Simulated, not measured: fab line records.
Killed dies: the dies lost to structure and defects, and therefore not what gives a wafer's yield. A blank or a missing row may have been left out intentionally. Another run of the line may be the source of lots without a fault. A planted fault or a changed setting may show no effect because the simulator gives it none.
Split-lot study | flow ritCmos | 23 wafers read from 5 lots, route of 202 steps

== THE SPLIT ==
At RIT_PSD_COAT_01 (resist thk 1000 nm), the setting spinRpm was moved away from the recipe's 3250 rpm on 7 of the 23 wafers read, by -3.2% to +4.9%. All remaining wafers had this setting at the recipe value.

== FROM THE SPLIT TO THE READING: what the file shows between them, 3 steps ==
- RIT_PSD_SOFTBAKE_02: time 60 s
- RIT_PSD_EXPOSE_03: exposes mask M10, target cd 40900 nm
- RIT_PSD_DEVELOP_05: develop time 50 s

== THE READING ==
NOVOLAK_of_PSD_COAT_01.thkNm (the simulator's own value, which no gauge read), in nm, at RIT_PSD_HARDBAKE_07 (time 60 s). The file does not state a usual value for it. Here, 16 wafers ran the recipe; their average is 883.9 nm with a standard deviation of 1.3 nm.

wafer  | tool, chamber at the split | spinRpm as run, rpm | against the recipe | NOVOLAK_of_PSD_COAT_01.thkNm, nm | against lot-mates on the recipe
L075.2 | lithoTrack-03, 0           | 3250                | recipe             | 886                              | -
L075.3 | lithoTrack-03, 0           | 3250                | recipe             | 883                              | -
L075.4 | lithoTrack-03, 0           | 3145                | -3.2%              | 897.7                            | +13.2
L075.5 | lithoTrack-03, 0           | 3145                | -3.2%              | 898.4                            | +13.9
L075.6 | lithoTrack-03, 0           | 3145                | -3.2%              | 896.2                            | +11.7
L079.1 | lithoTrack-04, 0           | 3250                | recipe             | 885.9                            | -
L079.2 | lithoTrack-04, 0           | 3250                | recipe             | 882.7                            | -
L079.3 | lithoTrack-04, 0           | 3408                | +4.9%              | 863.3                            | -20.2
L079.4 | lithoTrack-04, 0           | 3408                | +4.9%              | 864                              | -19.5
L079.5 | lithoTrack-04, 0           | 3250                | recipe             | 882                              | -
L081.2 | lithoTrack-03, 0           | 3250                | recipe             | 884.5                            | -
L081.4 | lithoTrack-03, 0           | 3250                | recipe             | 885.6                            | -
L081.5 | lithoTrack-03, 0           | 3250                | recipe             | 884.9                            | -
L084.1 | lithoTrack-02, 0           | 3250                | recipe             | 883.6                            | -
L084.2 | lithoTrack-02, 0           | 3250                | recipe             | 882.3                            | -
L084.3 | lithoTrack-02, 0           | 3250                | recipe             | 882.7                            | -
L084.5 | lithoTrack-02, 0           | 3250                | recipe             | 882.8                            | -
L084.6 | lithoTrack-02, 0           | 3250                | recipe             | 885.1                            | -
L085.1 | lithoTrack-02, 0           | 3250                | recipe             | 883.4                            | -
L085.2 | lithoTrack-02, 0           | 3250                | recipe             | 883.6                            | -
L085.3 | lithoTrack-02, 0           | 3312                | +1.9%              | 874.6                            | -9.1
L085.4 | lithoTrack-02, 0           | 3312                | +1.9%              | 874.6                            | -9.1
L085.6 | lithoTrack-02, 0           | 3250                | recipe             | 884.1                            | -

THE FIT
A straight line over all 23 wafers: NOVOLAK_of_PSD_COAT_01.thkNm changes by -4.23 nm for each +1% of spinRpm; r = -0.99; the points scatter about the line by 1.2 nm.
The same after taking each lot's own level away (the mean of its wafers on the recipe; 23 wafers): -4.11 nm for each +1%; r = -0.99; scatter 1.1 nm.
That fit puts the effect of the largest move of spinRpm on the reading at 20 nm.
The span of the lots' own levels, 883.30 to 885.00 nm, comes to 1.3 times the standard deviation stated above.
The two slopes are in agreement: the lot-to-lot level therefore moves the slope only a little.
Check: with one of the wafers moved furthest among these (+4.9%) left out of the fit, the line predicts -20.1 nm for it against its lot-mates. Against them it came out at -20.2 nm.

== THE OTHER SPLITS THESE WAFERS WENT THROUGH ==
Note: prior to the reading, these wafers also went through further splits. Each is held against what the fit with the lots' levels taken away leaves over:
other split on the same wafers | wafers away from the commonest value | r with NOVOLAK_of_PSD_COAT_01.thkNm (lot level and that fit taken away)
RIT_REOX_OXIDATION_03 tempC    | 15                                   | +0.03
RIT_PLDD_STRIP_09 o2FlowSccm   | 5                                    | +0.18
RIT_SPACER_CVD_03 tempC        | 15                                   | +0.03

== THE WHOLE CHAIN: every reading that the file lists as answering this split, in the file's order ==
step                | what it does       | reading                                                                       | change (the file's fit)              | r (the file's)
RIT_PSD_COAT_01     | resist thk 1000 nm | NOVOLAK_of_PSD_COAT_01.thkNm (the simulator's own value, which no gauge read) | -4.72 nm for each +1% of the setting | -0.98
RIT_PSD_HARDBAKE_07 | time 60 s          | NOVOLAK_of_PSD_COAT_01.thkNm (the simulator's own value, which no gauge read) | -4.13 nm for each +1% of the setting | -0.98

== FILE'S OWN FIT ==
NOVOLAK_of_PSD_COAT_01.thkNm changes by -4.13 nm for each +1% of spinRpm, r = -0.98.
